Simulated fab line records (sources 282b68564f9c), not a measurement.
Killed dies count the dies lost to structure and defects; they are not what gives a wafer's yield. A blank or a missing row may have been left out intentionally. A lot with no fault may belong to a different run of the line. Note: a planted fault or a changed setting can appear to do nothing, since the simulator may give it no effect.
fab line records | flow rit_cmos
record: lots: 14 wafers: 42 last_day: 7
route steps=202 shown ACTIVE@2
lots that met no fault: from a run of the same line without faults
start_h: hours from the record's opening day to when the first of the lot's shown wafers began | wait_h: time in hours since the lot's previous step | " identical to the entry in the row above | L1.1+2: a single row standing in for several wafers | - no value, or no start was given | * or withheld: withheld | < > ~ a bound
route shown NAME@n: a module of which the file shows steps, and the number in the route of the first | usual: mean and standard deviation over wafers with no fault | same: alike in all rows | chamber/n: place in a boat | sites: each site's reading | _std_site: the values' standard deviation | _edge_site: the outer-site mean with the inner-site mean subtracted | radius_mm: for every site, how far away it sits from the centre of the wafer | mask NAME#n: copy n | behind: the last tool/chamber to shape the wafer | hold: cause of the lot's hold/its duration in hours/its outcome | device: transistor that didn't switch, given as n, p or np | end of line: the same wafers' tests at the end of the route | a step given without rows: its recipe and nothing more | killed: count of dies lost to structure and defects at first sort (not the wafer's yield) | map: a wafer's dies, marking killed ones x, the rest . and places with no die _
set.NAME: the setting that was run; set.NAME@STEP: the one run at that earlier step | model.NAME: the simulator's own value behind a step, which no gauge read
a sample of lots followed through the steps of the route, with each step as a table and each wafer as a row
services: when a tool's chamber went out of use (start_h, in hours from the record's first day, below 0 if earlier), for how many hours, and the reason
== steps ==
step: RIT_ACTIVE_OXIDATION_01
recipe: temp_c: 1000 ambient: O2 target_thk_a: 468 ox_time_s: 3360
columns lot.wafer tool chamber start_h wait_h
L244.2+5+6 furnace-03 0 14.14 4.1
L246.2+3+5 furnace-03 0 20.39 0.4
L248.3+4+6 furnace-04 0 32.14 2.1
L249.1+3+5 furnace-04 0 35.14 0.1
L250.1+3+4 furnace-04 0 40.21 0.2
L251.1+5+6 furnace-01 0 46.34 1.3
L256.3+4+5 furnace-01 0 71.50 1.4
L260.1+3+4 furnace-01 0 95.14 5.1
L261.1+2+4 furnace-01 0 95.14 0.1
L262.3+4+6 furnace-03 0 100.12 0.1
L263.1+2+5 furnace-04 0 105.67 0.7
L265.2+3+6 furnace-04 0 115.24 0.2
L266.1+2+5 furnace-04 0 120.52 0.5
L267.2+3+4 furnace-04 0 125.26 0.2
step: RIT_ACTIVE_THK_MEAS_02
recipe: reads: SiO2_of_ACTIVE_OXIDATION_01
usual: ACTIVE_OXIDE_THK: 46.7/0.77
columns lot.wafer tool chamber start_h wait_h ACTIVE_OXIDE_THK[nm]
L244.2 film_metro-04 - 16.08 0.0 46.5
L244.5 " - " " 47.3
L244.6 " - " " 46.8
L246.2 film_metro-04 - 22.34 0.0 46.1
L246.3 " - " " 46.2
L246.5 " - " " 46.6
L248.3 film_metro-02 - 34.09 0.0 45.3
L248.4 " - " " 45.2
L248.6 " - " " 45.7
L249.1 film_metro-03 - 37.08 0.0 46.3
L249.3 " - " " 45.9
L249.5 " - " " 45.9
L250.1 film_metro-02 - 42.14 0.0 45.0
L250.3 " - " " 45.4
L250.4 " - " " 45.1
L251.1 film_metro-03 - 48.27 0.0 47.8
L251.5 " - " " 47.8
L251.6 " - " " 47.4
L256.3 film_metro-02 - 73.46 0.0 46.4
L256.4 " - " " 46.8
L256.5 " - " " 46.5
L260.1 film_metro-02 - 97.08 0.0 53.5
L260.3 " - " " 53.8
L260.4 " - " " 53.2
L261.1 film_metro-03 - 97.08 0.0 54.1
L261.2 " - " " 53.3
L261.4 " - " " 53.7
L262.3 film_metro-03 - 102.07 0.0 47.8
L262.4 " - " " 46.4
L262.6 " - " " 46.5
L263.1 film_metro-03 - 107.60 0.0 46.1
L263.2 " - " " 46.7
L263.5 " - " " 46.4
L265.2 film_metro-04 - 117.18 0.0 47.1
L265.3 " - " " 48.2
L265.6 " - " " 46.2
L266.1 film_metro-02 - 122.46 0.0 47.8
L266.2 " - " " 46.9
L266.5 " - " " 48.0
L267.2 film_metro-02 - 127.20 0.0 46.0
L267.3 " - " " 46.1
L267.4 " - " " 46.1
== services ==
columns tool chamber start_h hours kind
furnace-01 - 18.69 1.5 repair
furnace-01 - 91.82 3.3 pm
furnace-04 - 102.16 3.5 pm
furnace-03 - 110.06 3.1 pm
== key ==
first_sign: step: RIT_ACTIVE_THK_MEAS_02 reading: ACTIVE_OXIDE_THK direction: up sigmas: 9 usual: 46.7 struck: 53.6
effect none on later readings
met_at RIT_ACTIVE_OXIDATION_01
struck_lots L260,L261
tester_left_out L260,L261
onset_between 71.50 95.14
fault: kind: process_parameter_drift tool: furnace-01 chamber: - onset_h: 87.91 steps: RIT_ACTIVE_OXIDATION_01 channel: ox_time_s offset: * shape: step end_h: 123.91 acts_in: * stated: *
tester_left_out: of these lots the tester's yield and bins aren't shown, on N5 and GAA mostly nor the transistor test; their killed dies are dies lost to structure and defects alone, not to doping, threshold or leakage, so they don't give the yield
